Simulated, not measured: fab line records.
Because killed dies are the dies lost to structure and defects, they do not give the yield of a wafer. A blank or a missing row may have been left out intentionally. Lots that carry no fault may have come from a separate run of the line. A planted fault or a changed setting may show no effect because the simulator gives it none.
8D (eight disciplines) problem report, filled in by code / flow berkeley-cmos170 / the parts of the form that need people (team, actions taken, sign-off) are left out

## 1. THE ISSUE
Mean of killed_at_M0_to_M3 at UCB170_M3_PROBE_99: 27.2 across 6 wafers in 2 lots; on wafers with no fault it is 1.0 (standard deviation 1). Relative to the usual mean, that is a shift of +26 standard deviations.
First observed at day 8 10:32: wafer L685.1, on prober-02. Wafers with a number at this step in the record: 24, from 8 lots. Rule for "out" (also "out of limits"): further than 4 standard deviations from the usual mean. The other wafers with a number count as sound.

## 2. WHAT IT IS, WHAT IT ISN'T
question=which readings at this step | is=killed_at_M0_to_M3, defect-limited-yield, killed-dies, killed-on-rim, sort_bin_3_pad_short, sort_bin_5_function, sort-n-pass, sort-yield-pct | is not=killed-open, killed-short
question=which lots | is=L685, L690 | is not=L693, L694, L695, L699, L700, L701
question=which wafers of those lots | is=all that have a number | is not=-
question=read on which tools | is=prober-01, prober-02 | is not=-
question=when | is=from day 8 10:32 | is not=up to then (0 sound wafers); but 18 sound wafers of L693, L694, L695, L699, L700, L701 came after

## 3. SUSPECTS, AND WHAT RULES EACH OUT
Counting: a tool at a process step up to the reading stays a suspect if it ran every lot that is out and no sound lot after the first of them.
- rie-diel-03 at UCB170_ZERO_ETCH_06 (etches SiO2 in CHF3/CF4/Ar, time 12 s): ruled out as a lasting fault. The sound lots L693, L699, L701 went through it after L685, its earliest lot that is out (day 2 23:07).
- rie-diel-01 at UCB170_M2_ETCH_17 (etches BARC in N2/H2): ruled out as a lasting fault. The sound lots L701 went through it after L685, its earliest lot that is out (day 8 04:02).
Left after counting: nothing in the record.

## 4. THE CAUSE (what the simulator had put in)
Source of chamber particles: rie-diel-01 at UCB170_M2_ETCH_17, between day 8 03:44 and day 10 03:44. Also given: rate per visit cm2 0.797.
It was ruled out by counting, in error; the rule expects a fault to strike all lots run on its tool from its start on, and this fault did not.

## 5. SEQUENCE OF EFFECTS, ordered by route
Each row: a reading where the mean over the struck wafers with a number is more than 3 standard deviations away from the usual. Scope: only readings with a usual standard deviation given in the record; hours: median across lots of the time from each lot's start at the first step in this table that gives one to its start at this step; sigmas: change in usual standard deviations.
hours=0; step=UCB170_M3_PROBE_99; reading=defect-limited-yield; usual=98.8 %; on struck wafers=88.9; change=-9.9; sigmas=-15
hours=0; step=UCB170_M3_PROBE_99; reading=killed_at_M0_to_M3; usual=1.0; on struck wafers=27.2; change=+26.2; sigmas=+26
hours=0; step=UCB170_M3_PROBE_99; reading=killed-dies; usual=3.3; on struck wafers=29.3; change=+26.0; sigmas=+14
hours=0; step=UCB170_M3_PROBE_99; reading=killed-on-rim; usual=0.9; on struck wafers=8.2; change=+7.3; sigmas=+7.6
hours=0; step=UCB170_M3_PROBE_99; reading=sort_bin_3_pad_short; usual=0.1 %; on struck wafers=1.8; change=+1.7; sigmas=+9.8
hours=0; step=UCB170_M3_PROBE_99; reading=sort_bin_5_function; usual=0.7 %; on struck wafers=7.7; change=+7.0; sigmas=+14
hours=0; step=UCB170_M3_PROBE_99; reading=sort_bin_6_memory; usual=0.4 %; on struck wafers=1.7; change=+1.3; sigmas=+3.2
hours=0; step=UCB170_M3_PROBE_99; reading=sort-n-pass; usual=260.7; on struck wafers=234.7; change=-26.0; sigmas=-14
hours=0; step=UCB170_M3_PROBE_99; reading=sort-yield-pct; usual=98.8 %; on struck wafers=88.9; change=-9.9; sigmas=-15
Its process steps:
- UCB170_M3_PROBE_99

## 6. WHAT WOULD HAVE CAUGHT IT SOONER
7 hours passed between the start of the fault at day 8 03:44 and the first reading out of limits in this record, taken at day 8 10:32.
An alarm limit of 4 standard deviations would not have fired on the tool readings at UCB170_M2_ETCH_17 for which the record gives a usual standard deviation, since none of them was out on any struck wafer.
